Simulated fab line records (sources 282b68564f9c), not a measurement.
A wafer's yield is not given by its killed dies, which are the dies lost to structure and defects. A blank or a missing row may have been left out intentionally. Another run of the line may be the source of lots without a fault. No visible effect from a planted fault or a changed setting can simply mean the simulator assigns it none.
Struck lot and sound lot, side by side | flow rit cmos | 43 steps out of a route of 202
Sound: these wafers, L618.1, L618.4, L618.6. Wafers struck: L625.4, L625.5, L625.6. The cause is named last.
Order at every step that has rows: each side's tool, ch and its chambers, its first start. Under that, the readings that differ: sound wafers | struck wafers | difference of the means | sigmas: that difference in standard deviations of wafers without a fault.
alike: same words and numbers on both sides, and readings whose means sit less than 2 such deviations apart. not compared: any withheld reading, any reading some wafer has no value for, any bound like >300 that may hide the same value, and any number with overlapping values for which the record gives no deviation.
The two part at a step that has a row with sigmas, a row that says differs or no value, or rows on one side only. Non-overlapping numbers with no deviation appear without sigmas and do not part them. Lack of a reading on every wafer of one side parts them only where that side has two or more wafers.

RIT_SDANNEAL_RTA_03: time 5 s.
  sound on rtp anneal-02 ch 0, day 3 12:16; struck on rtp anneal-01 ch 0, day 5 00:03
  reading          | sound                | struck               | difference | sigmas
  wafer_temp_C_max | 1053.5 1052.2 1050.5 | 1054.6 1054.0 1055.7 | +2.7       | +2
RIT_SDANNEAL_RS_MEAS_04: a four-point-probe measurement.
  struck on film metro-02, day 5 00:08; sound on film metro-04, day 3 12:19
  alike: PSD_RS
RIT_SDANNEAL_RS_MEAS_05: a four-point-probe measurement.
  struck on film metro-02, day 5 00:16; sound on film metro-04, day 3 12:26
  alike: NSD_RS
RIT_SDANNEAL_RS_MEAS_06: a four-point-probe measurement.
  struck on film metro-02, day 5 00:23; sound on film metro-04, day 3 12:34
  alike: PLDD_RS
RIT_SDANNEAL_RS_MEAS_07: a four-point-probe measurement.
  struck on film metro-02, day 5 00:30; sound on film metro-04, day 3 12:41
  alike: NLDD_RS
then, 2 steps without rows for these wafers: RIT_SILICIDE_WET_ETCH_00 (etches SiO2 in BOE, target depth 14 nm, time 15 s); RIT_SILICIDE_SPUTTER_01 (material Ti, target thk 30 nm, time 240 s).
RIT_SILICIDE_RS_MEAS_02: a four-point-probe measurement.
  struck on film metro-03, day 5 00:47; sound on film metro-01, day 3 12:58
  alike: SILICIDE_TI_RS
RIT_SILICIDE_THK_MEAS_03: measures by xrf.
  struck on film metro-03, day 5 00:52; sound on film metro-01, day 3 13:05
  alike: SILICIDE_TI_THK
RIT_SILICIDE_RTA_04: time 10 s, ramp up 5 s, ramp down 5 s.
  sound on rtp anneal-01 ch 0, day 3 13:08; struck on rtp anneal-02 ch 0, day 5 00:56
  alike: wafer_temp_C_max
then, 1 step without rows for these wafers: RIT_SILICIDE_WET_ETCH_05 (etches Ti in SPM, time 120 s).
RIT_SILICIDE_RTA_06: time 10 s, ramp up 5 s, ramp down 10 s.
  sound on rtp anneal-02 ch 0, day 3 13:16; struck on rtp anneal-01 ch 0, day 5 01:02
  alike: wafer_temp_C_max
RIT_CONTACT_CVD_00: deposits SiO2 from TEOS, target thk 400 nm, time 61 s.
  sound on pecvd-04 ch 0,2, day 3 13:19; struck on pecvd-02 ch 0,1,2, day 5 01:06
  alike: heater power w
  not compared: model.SiO2_of_CONTACT_CVD_00.thk nm
RIT_CONTACT_THK_MEAS_01:
  struck on film metro-04, day 5 01:10; sound on film metro-03, day 3 13:22
  alike: CONTACT_TEOS_THK
then, 6 steps without rows for these wafers: RIT_CONTACT_HMDS_02 (prime time 60 s); RIT_CONTACT_COAT_03 (resist thk 1000 nm); RIT_CONTACT_SOFTBAKE_04 (time 60 s); RIT_CONTACT_EXPOSE_05 (exposes mask M11, target cd 1000 nm); RIT_CONTACT_PEB_06; RIT_CONTACT_DEVELOP_07 (develop time 120 s).
RIT_CONTACT_CD_MEAS_08: the cd target is 1000 nm.
  struck on cd sem-02, day 5 02:13; sound on cd sem-01, day 3 14:31
  alike: cd nm
RIT_CONTACT_OVL_MEAS_09:
  struck on overlay-01, day 5 02:17; sound on overlay-01, day 3 14:38
  alike: CONTACT_OVL
then, 1 step without rows for these wafers: RIT_CONTACT_HARDBAKE_10 (time 60 s).
RIT_CONTACT_ETCH_11: etches SiO2 in CHF3/CF4/Ar, stops on TiSi2, target depth 480 nm, time 320 s.
  sound on rie diel-04 ch 0,1, day 3 14:50; struck on rie diel-04 ch 1,2, day 5 02:33
  alike: CHF3_flow_sccm, O2_flow_sccm, drypump motor current A, oes product au, throttle valve pct
  not compared: rf hours counter h, model.CONTACT.feature depth nm, model.etch.depth nm
RIT_CONTACT_STRIP_12: strips in O2, time 180 s.
  sound on plasma asher-02 ch 0,1, day 3 15:01; struck on plasma asher-03 ch 0,1, day 5 02:48
  alike: drypump motor current A
  not compared: rf hours counter h
RIT_CONTACT_CD_MEAS_90: the cd target is 1000 nm.
  struck on cd sem-02, day 5 02:59; sound on cd sem-02, day 3 15:12
  alike: cd nm
then, 2 steps without rows for these wafers: RIT_CONTACT_CLEAN_13 (cleans in SC1, time 600 s); RIT_CONTACT_CLEAN_14 (cleans in SC2, time 600 s).
RIT_M1_SPUTTER_00: material Al, target thk 400 nm, time 500 s.
  struck on pvd sputter-03, day 5 03:35; sound on pvd sputter-04, day 3 15:40
  alike: throttle valve pct
RIT_M1_RS_MEAS_01: a four-point-probe measurement.
  struck on film metro-02, day 5 03:57; sound on film metro-01, day 3 15:58
  alike: M1_AL_RS
RIT_M1_THK_MEAS_02: measures by xrf.
  struck on film metro-02, day 5 04:02; sound on film metro-01, day 3 16:05
  alike: M1_AL_THK
then, 6 steps without rows for these wafers: RIT_M1_HMDS_03 (prime time 60 s); RIT_M1_COAT_04 (resist thk 1300 nm); RIT_M1_SOFTBAKE_05 (time 60 s); RIT_M1_EXPOSE_06 (exposes mask M12, target cd 2600 nm); RIT_M1_PEB_07; RIT_M1_DEVELOP_08 (develop time 68 s).
RIT_M1_CD_MEAS_09: the cd target is 2600 nm.
  struck on cd sem-02, day 5 05:01; sound on cd sem-01, day 3 17:09
  alike: cd nm
RIT_M1_OVL_MEAS_10:
  struck on overlay-01, day 5 05:05; sound on overlay-02, day 3 17:16
  alike: M1_OVL
then, 1 step without rows for these wafers: RIT_M1_HARDBAKE_11 (time 120 s).
RIT_M1_METAL_ETCH_12: etches Al in Cl2/BCl3, stops on SiO2, time 165 s, target depth 600 nm.
  sound on rie metal-02 ch 0,1, day 3 17:34; struck on rie metal-03 ch 0,1, day 5 05:25
  alike: drypump motor current A, oes product au, throttle valve pct
  not compared: rf hours counter h, model.SiO2_of_CONTACT_CVD_00.thk nm
then, 1 step without rows for these wafers: RIT_M1_STRIP_13 (strips in nmp, time 600 s).
RIT_M1_PROBE_99:
  record: rows for the struck wafers here (prober-02, day 5 11:07), none for the sound ones

== WHERE THEY PART ==
First at RIT_SDANNEAL_RTA_03; last, within this record, at RIT_M1_PROBE_99.

WHY: what the simulator had put in
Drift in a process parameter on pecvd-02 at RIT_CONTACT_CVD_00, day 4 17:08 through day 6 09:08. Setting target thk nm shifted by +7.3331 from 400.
